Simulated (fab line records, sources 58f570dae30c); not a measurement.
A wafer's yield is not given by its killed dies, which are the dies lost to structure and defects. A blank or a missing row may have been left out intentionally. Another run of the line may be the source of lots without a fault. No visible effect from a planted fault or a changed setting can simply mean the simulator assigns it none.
Matching of chambers + flow berkeleyCmos170 + UCB170_SPACER_ETCHBACK_03 on rieDiel-03: 4 sister chambers
The step etches SiO2 in CHF3/CF4/Ar, stops on Si, target depth 376 nm, time 100 s. 14 wafers are shown with their chamber, then 7 later ones without.

WAFERS, EACH WITH ITS CHAMBER
| wafer  | chamber | drypumpMotorCurrentA (A) | throttleValvePct (%) | oesProductAu (a.u.) |
|--------|---------|--------------------------|----------------------|---------------------|
| L123.1 | 2       | 6.2                      | 6.60                 | 0.899               |
| L123.3 | 3       | 5.7                      | 6.24                 | 0.889               |
| L123.4 | 0       | 6.6                      | 6.34                 | 0.935               |
| L127.2 | 3       | 5.7                      | 6.24                 | 0.871               |
| L127.3 | 1       | 5.2                      | 6.68                 | 0.909               |
| L127.4 | 2       | 6.2                      | 6.59                 | 0.905               |
| L126.2 | 0       | 6.5                      | 6.35                 | 0.915               |
| L126.4 | 1       | 5.2                      | 6.69                 | 0.928               |
| L126.5 | 0       | 6.6                      | 6.35                 | 0.928               |
| L128.2 | 0       | 6.6                      | 6.35                 | 0.910               |
| L128.4 | 3       | 5.7                      | 6.24                 | 0.890               |
| L128.6 | 2       | 6.2                      | 6.59                 | 0.901               |
| L129.3 | 2       | 6.2                      | 6.60                 | 0.905               |
| L129.4 | 1       | 5.2                      | 6.70                 | 0.936               |

SIGNATURES, as means of the wafers listed above
| reading              | chamber 0 | chamber 1 | chamber 2 | chamber 3 | scatter within a chamber |
|----------------------|-----------|-----------|-----------|-----------|--------------------------|
| drypumpMotorCurrentA | 6.575     | 5.200     | 6.200     | 5.700     | 0.0274                   |
| throttleValvePct     | 6.3475    | 6.6900    | 6.5950    | 6.2400    | 0.00612                  |
| oesProductAu         | 0.92200   | 0.92433   | 0.90250   | 0.88333   | 0.0102                   |
Rule: for a wafer and a chamber, the distance is found by dividing, reading by reading, the gap between the wafer's reading and the chamber's mean by the reading's scatter, squaring, summing and taking the root. If the next closest chamber is less than 2 further off than the closest, the wafer can't be placed; otherwise it belongs to the closest. How the scatter is found: for the shown wafers, subtract from each reading the mean of its chamber, square and add these, divide the total by (wafers less chambers), then take the root.

WAFERS WHOSE CHAMBER IS MISSING
| wafer  | drypumpMotorCurrentA (A) | throttleValvePct (%) | oesProductAu (a.u.) |
|--------|--------------------------|----------------------|---------------------|
| L129.5 | 5.7                      | 6.25                 | 0.903               |
| L142.1 | 5.7                      | 6.24                 | 0.875               |
| L142.4 | 6.2                      | 6.59                 | 0.916               |
| L142.6 | 5.2                      | 6.69                 | 0.918               |
| L143.1 | 6.6                      | 6.35                 | 0.910               |
| L143.2 | 5.2                      | 6.70                 | 0.903               |
| L143.5 | 6.2                      | 6.59                 | 0.905               |

WHICH CHAMBER EACH WENT THROUGH
| wafer  | from the rows above | in truth |
|--------|---------------------|----------|
| L129.5 | 3                   | 3        |
| L142.1 | 3                   | 3        |
| L142.4 | 2                   | 2        |
| L142.6 | 1                   | 1        |
| L143.1 | 0                   | 0        |
| L143.2 | 1                   | 1        |
| L143.5 | 2                   | 2        |
Correct placement for 7 of the 7. Not placeable from these rows: 0. 0 placed wrongly.
